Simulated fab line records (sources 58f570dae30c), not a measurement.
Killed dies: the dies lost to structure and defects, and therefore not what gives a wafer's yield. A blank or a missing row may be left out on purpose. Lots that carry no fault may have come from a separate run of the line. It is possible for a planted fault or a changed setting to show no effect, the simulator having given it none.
Split-lot experiment + flow berkeley cmos170 + 23 wafers read across 5 lots, on a route 331 steps long

== SPLIT DETAILS ==
At UCB170_PSD_EXPOSE_03 (exposes mask PSELECT MOD, target cd 1200 nm), the setting dose mj was moved away from the recipe's 30 on 8 of the 23 wafers read, by +3.8% to +5.8%. All remaining wafers had this setting at the recipe value.

== FROM THE SPLIT TO THE READING: what the file shows between them, 2 steps ==
- UCB170_PSD_PEB_04
- UCB170_PSD_DEVELOP_05: develop time 45 s

== THE READING ==
Shown in nm: cd nm at UCB170_PSD_CD_MEAS_06, with target cd 1200 nm. On this fab line, fault-free wafers typically give 1200.1 nm with a standard deviation of 1.3 nm.

| wafer  | tool, chamber at the split | dose mj as run | against the recipe | cd nm, nm | against lot-mates on the recipe |
|--------|----------------------------|----------------|--------------------|-----------|---------------------------------|
| L074.1 | krf scanner-01, 0          | 30             | recipe             | 1199.7    | -                               |
| L074.2 | krf scanner-01, 0          | 30             | recipe             | 1199.2    | -                               |
| L074.4 | krf scanner-01, 0          | 30             | recipe             | 1199.7    | -                               |
| L074.5 | krf scanner-01, 0          | 30             | recipe             | 1200.0    | -                               |
| L074.6 | krf scanner-01, 0          | 30             | recipe             | 1199.6    | -                               |
| L075.1 | krf scanner-01, 0          | 30             | recipe             | 1201.9    | -                               |
| L075.2 | krf scanner-01, 0          | 31.13          | +3.8%              | 1209.7    | +7.2                            |
| L075.3 | krf scanner-01, 0          | 30             | recipe             | 1203.0    | -                               |
| L075.4 | krf scanner-01, 0          | 31.13          | +3.8%              | 1210.1    | +7.6                            |
| L075.6 | krf scanner-01, 0          | 31.13          | +3.8%              | 1209.2    | +6.8                            |
| L079.1 | krf scanner-02, 0          | 30             | recipe             | 1201.0    | -                               |
| L079.2 | krf scanner-02, 0          | 30             | recipe             | 1200.3    | -                               |
| L079.3 | krf scanner-02, 0          | 31.73          | +5.8%              | 1210.3    | +9.6                            |
| L079.5 | krf scanner-02, 0          | 31.73          | +5.8%              | 1211.1    | +10.4                           |
| L079.6 | krf scanner-02, 0          | 30             | recipe             | 1200.7    | -                               |
| L081.1 | krf scanner-01, 0          | 31.2           | +4.0%              | 1207.2    | +6.0                            |
| L081.2 | krf scanner-01, 0          | 31.2           | +4.0%              | 1207.1    | +5.8                            |
| L081.4 | krf scanner-01, 0          | 30             | recipe             | 1201.2    | -                               |
| L081.5 | krf scanner-01, 0          | 31.2           | +4.0%              | 1207.7    | +6.5                            |
| L081.6 | krf scanner-01, 0          | 30             | recipe             | 1201.3    | -                               |
| L085.1 | krf scanner-02, 0          | 30             | recipe             | 1201.0    | -                               |
| L085.3 | krf scanner-02, 0          | 30             | recipe             | 1200.5    | -                               |
| L085.6 | krf scanner-02, 0          | 30             | recipe             | 1200.1    | -                               |

THE FIT
A straight line over all 23 wafers: cd nm changes by +1.89 nm for each +1% of dose mj; r = +0.96; the points scatter about the line by 1.2 nm.
The same after taking each lot's own level away (the mean of its wafers on the recipe; 23 wafers): +1.72 nm for each +1%; r = +0.99; scatter 0.54 nm.
Per that fit: largest dose mj move, reading shift of 9.9 nm.
From 1199.64 to 1202.45 nm: that is the span of the lots' own levels, equal to 2.2 times the standard deviation above.
The two slopes are in agreement: the lot-to-lot level therefore moves the slope only a little.
Check: +10 nm against its lot-mates is what the line predicts for one of the wafers moved furthest among these (+5.8%) when that wafer is left out of the fit. Against them it came out at +9.63 nm.

== OTHER SPLITS APPLIED TO THESE WAFERS ==
Note: prior to the reading, these wafers also went through further splits. Each is held against what the fit with the lots' levels taken away leaves over:
| other split on the same wafers     | wafers away from the commonest value | r with cd nm (lot level and that fit taken away) |
|------------------------------------|--------------------------------------|--------------------------------------------------|
| UCB170_GATE_ETCH_14 pressure mtorr | 10                                   | -0.44                                            |
| UCB170_PLDD_IMPLANT_08 dose cm2    | 6                                    | -0.07                                            |

== FILE'S OWN FIT ==
cd nm changes by +1.73 nm for each +1% of dose mj, r = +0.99.
